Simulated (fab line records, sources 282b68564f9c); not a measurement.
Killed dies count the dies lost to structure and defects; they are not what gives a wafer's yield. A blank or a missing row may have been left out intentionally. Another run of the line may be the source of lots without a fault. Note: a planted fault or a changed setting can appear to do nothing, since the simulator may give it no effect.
Problem report in the 8D (eight disciplines) form, filled by code || flow rit-cmos || the parts of the form that need people (team, actions taken, sign-off) are left out

1. WHAT IS WRONG
Mean M1_AL_RS at RIT_M1_RS_MEAS_01: 0.0531 ohm/sq over 9 wafers in 3 lots; fault-free wafers: 0.0733 ohm/sq, standard deviation 0.00076. Measured from the usual mean, that is -27 standard deviations.
The step: measures by four-point-probe.
Earliest sighting: wafer L419.1 on film-metro-04 at day 4 20:47. The record has a number at this step for 39 wafers belonging to 13 lots. The rule behind "out" and "out of limits": a value lying over 4 standard deviations away from the usual mean. Any other wafer with a number is counted as sound.

2. WHAT IT IS, AND WHAT IT ISN'T
{"question": "which readings at this step", "is": "M1_AL_RS", "is not": "-"}
{"question": "which lots", "is": "L419, L421, L423", "is not": "L411, L412, L413, L415, L417, L420, L422, L428, L432, L434"}
{"question": "which wafers of those lots", "is": "all that have a number", "is not": "-"}
{"question": "read on which gauges", "is": "film-metro-02, film-metro-04", "is not": "film-metro-03"}
{"question": "when", "is": "from day 4 20:47", "is not": "up to then (15 sound wafers); but 15 sound wafers of L420, L422, L428, L432, L434 came after"}

3. WHAT RULES OUT EACH SUSPECT
Counting: any tool at a process step up to the reading is kept as a suspect provided that every lot that is out went through it and no sound lot did after the first of them.
- the gauge at RIT_M1_RS_MEAS_01 has been ruled out. Those wafers that are out were read across 2 gauges (film-metro-02, film-metro-04).
- pvd-sputter-03 at RIT_M1_SPUTTER_00 (material Al, target thk 400 nm, time 500 s): kept. Every lot that is out went through it, starting with L419 (day 4 20:29), and after that it ran no sound lot; the last sound lot it ran before then is L417 (day 4 09:59).
Left after counting: pvd-sputter-03 at RIT_M1_SPUTTER_00.

4. THE CAUSE (what the simulator had put in)
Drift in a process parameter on pvd-sputter-03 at RIT_M1_SPUTTER_00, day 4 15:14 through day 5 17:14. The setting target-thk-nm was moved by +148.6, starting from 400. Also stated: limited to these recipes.
After counting, this tool was the only one left.

5. SEQUENCE OF EFFECTS, ordered by route
Each row: a reading whose mean over the struck wafers that have a number lies more than 3 standard deviations from the usual. Scope: only readings with a usual standard deviation given in the record; hours: median across lots of the time from each lot's start at the first step in this table that gives one to its start at this step; sigmas: change in usual standard deviations.
{"hours": 0, "step": "RIT_M1_RS_MEAS_01", "reading": "M1_AL_RS", "usual": "0.0733 ohm/sq", "on struck wafers": 0.0531, "change": -0.0202, "sigmas": -27}
{"hours": 7, "step": "RIT_M1_THK_MEAS_02", "reading": "M1_AL_THK", "usual": "405 nm", "on struck wafers": 554, "change": "+149", "sigmas": "+34"}
{"hours": 13, "step": "RIT_M1_METAL_ETCH_12", "reading": "oes-product-au", "usual": "0.776 a.u.", "on struck wafers": 0.940, "change": "+0.164", "sigmas": "+13"}
Its process steps:
- RIT_M1_METAL_ETCH_12: etches Al in Cl2/BCl3, stops on SiO2, time 165 s, target depth 600 nm.
Later measuring or inspecting steps at which every struck wafer that the step has a row for has a number for every such reading, and none has moved that far: RIT_M1_CD_MEAS_09.

6. HOW IT WOULD HAVE BEEN CAUGHT EARLIER
6 hours passed between the start of the fault at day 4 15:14 and the first reading out of limits at a measuring or inspecting step in this record, taken at day 4 20:47.
Tool readings at RIT_M1_SPUTTER_00 with a usual standard deviation given in the record: none out on any struck wafer, hence no alarm at a limit of 4 standard deviations on them.
Lots out: 3; of these, L421, L423 started RIT_M1_SPUTTER_00 on pvd-sputter-03 after day 4 20:47. A hold on the tool at that time would have spared those 2.
